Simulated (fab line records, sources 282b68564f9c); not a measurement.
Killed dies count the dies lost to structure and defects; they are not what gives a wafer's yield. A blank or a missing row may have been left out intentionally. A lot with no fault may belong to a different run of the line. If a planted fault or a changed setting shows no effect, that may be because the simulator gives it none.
A lot that was struck, set against a sound lot :: flow ritCmos :: 15 out of 202 route steps
Sound: wafers L187.1, L187.2, L187.6. Wafers struck: L192.1, L192.2, L192.4. The cause is given at the end.
For every step that has rows: the tool of each side, followed by ch and its chambers, followed by its first start. Under that, the readings that differ: sound wafers :: struck wafers :: difference of the means :: sigmas: that difference in standard deviations of wafers without a fault.
alike: readings with means less than 2 such deviations apart, plus words and numbers identical on both sides. not compared: withheld readings, readings lacking a value on some wafer, bounds such as >300 that could conceal the same value, and numbers that have no deviation in the record and whose values overlap.
Wherever a step has rows on one side only, a row that says differs or no value, or a row with sigmas, the two part there. When numbers do not overlap yet have no deviation, they are printed without sigmas and do not part them. Lack of a reading on every wafer of one side parts them only where that side has two or more wafers.

first, 5 steps without rows for these wafers: RIT_M1_COAT_04 (resist thk 1300 nm); RIT_M1_SOFTBAKE_05 (time 60 s); RIT_M1_EXPOSE_06 (exposes mask M12, target cd 2600 nm); RIT_M1_PEB_07; RIT_M1_DEVELOP_08 (develop time 68 s).
RIT_M1_CD_MEAS_09: the cd target is 2600 nm.
  struck on cdSem-01, day 5 16:59; sound on cdSem-01, day 4 14:46
  alike: cdNm
RIT_M1_OVL_MEAS_10:
  struck on overlay-02, day 5 17:07; sound on overlay-02, day 4 14:53
  alike: M1_OVL
then, 1 step without rows for these wafers: RIT_M1_HARDBAKE_11 (time 120 s).
RIT_M1_METAL_ETCH_12: etches Al in Cl2/BCl3, stops on SiO2, time 165 s, target depth 600 nm.
  sound on rieMetal-03 ch 0,1, day 4 15:10; struck on rieMetal-01 ch 0,1, day 5 17:31
  alike: bcl3FlowSccm, drypumpMotorCurrentA, oesProductAu, throttleValvePct
  not compared: rfHoursCounterH
then, 1 step without rows for these wafers: RIT_M1_STRIP_13 (strips in nmp, time 600 s).
RIT_M1_STRIP_14: strips in O2, time 180 s.
  sound on plasmaAsher-02 ch 0,1, day 4 15:31; struck on plasmaAsher-04 ch 0,1, day 5 17:52
reading: drypumpMotorCurrentA (A)
sound: 6.3 6.3 6.3
struck: 5.8 5.4 5.4
difference: -0.8
sigmas: -2
  not compared: rfHoursCounterH
RIT_M1_CD_MEAS_90: the cd target is 2600 nm.
  struck on cdSem-01, day 5 18:02; sound on cdSem-02, day 4 15:41
  alike: cdNm
RIT_M1_ANNEAL_15: time 1839 s.
  sound on furnace-02 ch 0, day 4 15:48; struck on furnace-02 ch 0, day 5 19:16
reading: spikeTcCentreC (C)
sound: 452.3 451.3 452.6
struck: 489.6 488.1 487.6
difference: +36.4
sigmas: +36

reading: spikeTcLoadC (C)
sound: 468.5 470.1 470.9
struck: 504.9 504.1 505.1
difference: +34.9
sigmas: +36

reading: spikeTcSourceC (C)
sound: 465.8 463.5 463.2
struck: 500.6 501.8 500.7
difference: +36.9
sigmas: +34

reading: tubeCenterTempC (C)
sound: 450.03 450.03 449.99
struck: 485.16 485.18 485.21
difference: +35.17
sigmas: +99 or more

reading: tube_center_temp_C_max
sound: 451.09 451.16 450.98
struck: 486.14 486.19 486.31
difference: +35.14
sigmas: +99 or more

reading: zonePowerCentrePct (%)
sound: 18.88 18.35 18.35
struck: 19.83 19.92 20.27
difference: +1.48
sigmas: +8

reading: zonePowerLoadPct (%)
sound: 6.58 6.59 6.74
struck: 7.49 7.45 7.46
difference: +0.83
sigmas: +13

reading: zonePowerSourcePct (%)
sound: 6.81 6.87 6.80
struck: 7.70 7.74 7.62
difference: +0.86
sigmas: +12
RIT_M1_BOW_MEAS_16:
  struck on filmMetro-02, day 5 20:46; sound on filmMetro-03, day 4 17:18
  alike: M1_BOW
RIT_M1_PROBE_99:
  struck on prober-02, day 5 20:53; sound on prober-01, day 4 17:25
reading: model.etest.tester.sortNPass
sound: 256 261 254
struck: 0 0 0
difference: -257
sigmas: 

reading: model.etest.tester.sortYieldPct (%)
sound: 96.97 98.86 96.21
struck: 0 0 0
difference: -97
sigmas: 

reading: model.etest.nmos_0p15.junctionLog10AUm
sound: -13.48 -13.47 -13.43
struck: -7.078 -6.816 -8.153
difference: +6.111
sigmas: 

reading: model.etest.nmosNarrow.offLog10AUm
sound: -13.25 -13.18 -13.32
struck: -7.078 -6.816 -8.153
difference: +5.901
sigmas: 

reading: model.etest.nmos_0p3.offLog10AUm
sound: -13.03 -13.1 -13.03
struck: -7.078 -6.816 -8.153
difference: +5.704
sigmas: 

reading: model.etest.gateEndArray.leakLog10AUm
sound: -12.83 -12.83 -12.91
struck: -6.894 -6.673 -7.96
difference: +5.681
sigmas: 

reading: model.etest.pmos_0p15.junctionLog10AUm
sound: -13.79 -13.8 -13.94
struck: -8.078 -7.816 -9.153
difference: +5.494
sigmas: 
  alike: defectLimitedYield, killedAtFrontEnd, killedDies, killedOpen, killedShort
  not compared: model.etest.contactDiodeArray.leakLog10A

## WHERE THEY PART
At RIT_M1_STRIP_14 first; at RIT_M1_ANNEAL_15 last (within this record only). Later steps at which nothing parts them and some readings are alike: RIT_M1_BOW_MEAS_16, RIT_M1_PROBE_99.

WHY: whatever the simulator had introduced
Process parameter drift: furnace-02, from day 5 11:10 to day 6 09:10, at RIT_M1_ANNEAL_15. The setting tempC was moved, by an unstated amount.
